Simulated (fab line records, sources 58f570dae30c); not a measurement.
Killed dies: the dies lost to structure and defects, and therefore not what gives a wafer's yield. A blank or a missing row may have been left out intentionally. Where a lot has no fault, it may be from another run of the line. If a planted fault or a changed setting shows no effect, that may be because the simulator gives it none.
What tool caused it? / flow berkeley_cmos170 / 7 lots with 21 wafers sampled at 3 steps, on a route of 331 steps

WHAT THE GAUGES SHOWED, per wafer
UCB170_NLDD_TW_MEAS_11.
lot=L775; measured=day 7 19:44; on=film_metro-03; NLDD_TW=2191 2183 2183
lot=L774; measured=day 7 19:13; on=film_metro-01; NLDD_TW=2215 2207 2197
lot=L778; measured=day 8 03:20; on=film_metro-03; NLDD_TW=2189 2186 2188
lot=L780; measured=day 8 15:15; on=film_metro-02; NLDD_TW=2240 2235 2231
lot=L783; measured=day 9 05:19; on=film_metro-02; NLDD_TW=2256 2251 2250
lot=L791; measured=day 10 19:51; on=film_metro-03; NLDD_TW=2185 2184 2191
lot=L795; measured=day 12 09:46; on=film_metro-02; NLDD_TW=2346 2335 2348 2355 2356 2351

TOOL THAT RAN EACH LOT (tool first, then ch and the chambers of the sampled wafers, then the start)
lot=L775; UCB170_PFIELD_STRIP_08=plasma_asher-01 ch 0,1, day 5 06:19; UCB170_NLDD_IMPLANT_08=implanter-04 ch 0, day 7 19:20
lot=L774; UCB170_PFIELD_STRIP_08=plasma_asher-01 ch 0,1, day 5 07:02; UCB170_NLDD_IMPLANT_08=implanter-03 ch 0, day 7 18:51
lot=L778; UCB170_PFIELD_STRIP_08=plasma_asher-04 ch 0,1, day 5 14:06; UCB170_NLDD_IMPLANT_08=implanter-04 ch 0, day 8 02:56
lot=L780; UCB170_PFIELD_STRIP_08=plasma_asher-01 ch 0,1, day 6 08:49; UCB170_NLDD_IMPLANT_08=implanter-03 ch 0, day 8 14:54
lot=L783; UCB170_PFIELD_STRIP_08=plasma_asher-01 ch 0,1, day 6 22:10; UCB170_NLDD_IMPLANT_08=implanter-03 ch 0, day 9 04:55
lot=L791; UCB170_PFIELD_STRIP_08=plasma_asher-04 ch 0,1, day 8 07:26; UCB170_NLDD_IMPLANT_08=implanter-04 ch 0, day 10 19:28
lot=L795; UCB170_PFIELD_STRIP_08=plasma_asher-04 ch 0,1, day 9 17:44; UCB170_NLDD_IMPLANT_08=implanter-02 ch 0, day 12 09:24
- UCB170_PFIELD_STRIP_08: strips in O2.
- UCB170_NLDD_IMPLANT_08

THE ANSWER, worked out from the rows above alone
Rule: the lots themselves supply what counts as usual. Put in order of their means at a reading, lots are off if they are a third of the lots or fewer, leave a main group of 4 or more, and stand apart from it by a gap of 3 or more times the standard deviation of the main group's means; of several such gaps the widest counts. If all means in a main group match to the digits the tables above print for the reading, that group is not used. Also off: a lot with no number at a reading for which 4 or more lots have one. Any other lot the step has rows for is counted as sound.
Off: L795, seen at UCB170_NLDD_TW_MEAS_11 (NLDD_TW). Main group: mean 2209, sd 26.
A tool fits if, at a process step before that reading, it ran every lot that is off, and no sound lot after the first of them. The gauges at UCB170_NLDD_TW_MEAS_11 are tried like those tools. Can't be told from this: 3 tools fit, plasma_asher-04 at UCB170_PFIELD_STRIP_08, implanter-02 at UCB170_NLDD_IMPLANT_08, film_metro-02 at UCB170_NLDD_TW_MEAS_11.

WHAT THE SIMULATOR PUT IN
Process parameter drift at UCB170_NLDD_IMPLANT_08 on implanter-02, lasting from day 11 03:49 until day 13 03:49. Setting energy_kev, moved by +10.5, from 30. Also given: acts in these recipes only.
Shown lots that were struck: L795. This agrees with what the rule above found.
